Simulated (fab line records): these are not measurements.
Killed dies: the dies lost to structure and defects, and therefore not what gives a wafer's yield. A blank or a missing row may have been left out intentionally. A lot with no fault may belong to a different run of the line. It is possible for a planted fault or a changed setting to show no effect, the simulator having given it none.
Problem report in the 8D (eight disciplines) form, filled by code :: flow berkeley-cmos170 :: the parts of the form that need people (team, actions taken, sign-off) are left out

== 1. PROBLEM STATEMENT ==
M2_AL_RS at UCB170_M2_RS_MEAS_02 reads a mean of 0.03022 ohm/sq on 6 wafers of 2 lots; wafers without a fault read 0.03207 ohm/sq with a standard deviation of 0.00022. Relative to the usual mean, that is a shift of -8.4 standard deviations.
The step: measures by four-point-probe.
Seen first at day 8 04:18 on film-metro-01, wafer L431.2. The record has a number at this step for 42 wafers belonging to 14 lots. Rule for "out", or "out of limits": more than 4 standard deviations from the usual mean. The other wafers with a number count as sound.

== 2. WHAT IT IS; WHAT IT IS NOT ==
question: which readings at this step
is: M2_AL_RS
is not: -

question: which lots
is: L431, L434
is not: L428, L429, L430, L432, L439, L440, L441, L445, L446, L447, L448, L449

question: which wafers of those lots
is: all that have a number
is not: -

question: read on which gauges
is: film-metro-01
is not: film-metro-03, film-metro-04

question: when
is: from day 8 04:18
is not: up to then (9 sound wafers); but 27 sound wafers of L432, L439, L440, L441, L445, L446, L447, L448, L449 came after

== 3. WHAT RULES OUT EACH SUSPECT ==
Counting: a tool at any process step up to the reading remains a suspect when it ran all the lots that are out and ran no sound lot after the first of those.
- the gauge at UCB170_M2_RS_MEAS_02 has been ruled out. All the wafers that are out were read on film-metro-01, but those of them that UCB170_M2_SPUTTER_01 has rows for are out there too, on other tools.
- pvd-sputter-04 at UCB170_M2_SPUTTER_01 (material Al, target thk 900 nm, time 120 s): kept. It ran every lot that is out, first L431 (day 8 04:11), and no sound lot after that; its last sound lot up to then is L429 (day 7 06:53). Its own readings are out on those wafers: cathode-dc-power-W.
After counting, what remains is pvd-sputter-04 at UCB170_M2_SPUTTER_01.

== 4. THE CAUSE (what the simulator had put in) ==
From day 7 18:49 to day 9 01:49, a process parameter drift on pvd-sputter-04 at UCB170_M2_SPUTTER_01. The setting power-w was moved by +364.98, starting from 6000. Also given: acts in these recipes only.
Only this tool survived the counting.

== 5. SEQUENCE OF EFFECTS, ordered by route ==
Each row: a reading whose mean over the struck wafers that have a number lies more than 3 standard deviations from the usual. Only readings for which the record gives a usual standard deviation are gone through. hours: the time from each lot's start at the first step in this table that gives one to its start at this step, as a median over the lots. sigmas: the change in usual standard deviations.
hours: 0
step: UCB170_M2_SPUTTER_01
reading: cathode-dc-power-W
usual: 6000.0 W
on struck wafers: 6365.2
change: +365.2
sigmas: +99 or more

hours: 0
step: UCB170_M2_RS_MEAS_02
reading: M2_AL_RS
usual: 0.03207 ohm/sq
on struck wafers: 0.03022
change: -0.00185
sigmas: -8.4

hours: 0
step: UCB170_M2_THK_MEAS_03
reading: M2_AL_THK
usual: 885 nm
on struck wafers: 939
change: +54
sigmas: +6.4
Its process steps:
- UCB170_M2_SPUTTER_01: material Al, target thk 900 nm, time 120 s.
Later steps that measure or inspect, where all struck wafers having a row at the step show a number for every such reading and not one has moved that far: UCB170_M3_OVL_MEAS_16.

== 6. WHAT WOULD HAVE CAUGHT IT SOONER ==
9 hours passed between the start of the fault at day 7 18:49 and the first reading out of limits at a measuring or inspecting step in this record, taken at day 8 04:18.
At UCB170_M2_SPUTTER_01, the tool's own readings (cathode-dc-power-W) were out on each struck wafer the step has a row for, so an alarm limit on them would have fired on the first such wafer.
Lots out: 2; of these, L434 started UCB170_M2_SPUTTER_01 on pvd-sputter-04 after day 8 04:18. Had the tool been put on hold then, it would have been spared.
